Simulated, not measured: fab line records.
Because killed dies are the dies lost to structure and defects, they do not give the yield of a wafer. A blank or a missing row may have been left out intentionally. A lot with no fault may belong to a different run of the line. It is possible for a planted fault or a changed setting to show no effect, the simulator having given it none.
The same fault as seen by 2 desks -- flow berkeley-cmos170 -- every desk sees just its own numbers, and what lay behind them comes last

== THE METROLOGY DESK ==
Lot by lot, what the gauges showed, no matter which tool ran the lot: averages of those sampled wafers that carry a number. A lot is out of limits, marked OUT, if its mean lies more than 4 standard deviations from the usual mean; the brackets give that distance.
Columns: A = cd-nm at UCB170_M1_CD_MEAS_09, usual 699.9 nm; B = M1_OVL at UCB170_M1_OVL_MEAS_10, usual 1 nm; C = cd-nm at UCB170_M1_CD_MEAS_90, usual 699.8 nm
lot,first seen here,A,B,C
L242,day 8 12:44,699.3,-6,702.4
L245,day 9 07:48,698.9,4,698.8
L249,day 10 04:04,701.1,0,702.3
L248,day 10 04:16,700.4,2,699.3
L251,day 10 13:17,700.6,0,701.2
L252,day 10 13:45,700.1,8,699.5
L253,day 10 22:24,699.6,5,701.4
Result from this desk: across the 7 lots, nothing is out of limits.

== DESK OF THE TOOL OWNER: furnace-03 ==
The tool's own readings at UCB170_M1_ANNEAL_14 (time 1200 s): means of the sampled wafers that have a number, for each lot that ran on this tool. A lot is out of limits, marked OUT, if its mean lies more than 4 standard deviations from the usual mean; the brackets give that distance.
Columns: A = spike-tc-centre-C at UCB170_M1_ANNEAL_14, usual 401.9 C; B = spike-tc-load-C at UCB170_M1_ANNEAL_14, usual 416.2 C; C = spike-tc-source-C at UCB170_M1_ANNEAL_14, usual 415.8 C; D = zone-power-centre-pct at UCB170_M1_ANNEAL_14, usual 18.29 %; E = zone-power-load-pct at UCB170_M1_ANNEAL_14, usual 5.24 %; F = zone-power-source-pct at UCB170_M1_ANNEAL_14, usual 6.98 %
lot,first seen here,A,B,C,D,E,F
L242,day 8 13:17,401.7,416.7,415.5,18.32,5.23,6.94
L245,day 9 08:47,402.4,415.5,416.5,18.28,5.26,6.99
L249,day 10 04:37,401.8,416.9,416.4,18.30,5.18,6.95
L248,day 10 05:56,401.8,415.8,415.6,18.27,5.20,7.06
L251,day 10 13:50,361.3 (-42) OUT,375.4 (-41) OUT,375.9 (-40) OUT,16.37 (-11) OUT,4.52 (-13) OUT,6.06 (-14) OUT
L252,day 10 15:10,362.0 (-42) OUT,376.5 (-40) OUT,375.2 (-41) OUT,16.37 (-11) OUT,4.50 (-13) OUT,6.01 (-15) OUT
L253,day 11 00:02,362.5 (-41) OUT,374.5 (-42) OUT,376.2 (-40) OUT,16.35 (-11) OUT,4.56 (-12) OUT,6.00 (-15) OUT
This desk finds L251, L252, L253 out of limits, L251 being first, at day 10 13:50 (spike-tc-centre-C at UCB170_M1_ANNEAL_14). L242, L245, L249, L248: within limits.

== BROUGHT TOGETHER ==
At day 10 13:50, on L251, L252, L253, the tool owner's desk was in a position to raise an alarm.
At the metrology desk, nothing out of limits was observed.
The metrology desk has L251, L252, L253 on record, within its limits.
UCB170_M1_ANNEAL_14 was run on furnace-03 by each of the lots named.

== WHAT THE SIMULATOR HAD INSERTED ==
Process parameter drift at UCB170_M1_ANNEAL_14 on furnace-03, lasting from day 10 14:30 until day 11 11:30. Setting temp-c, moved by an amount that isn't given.
Lots struck among those shown: L251, L252, L253.
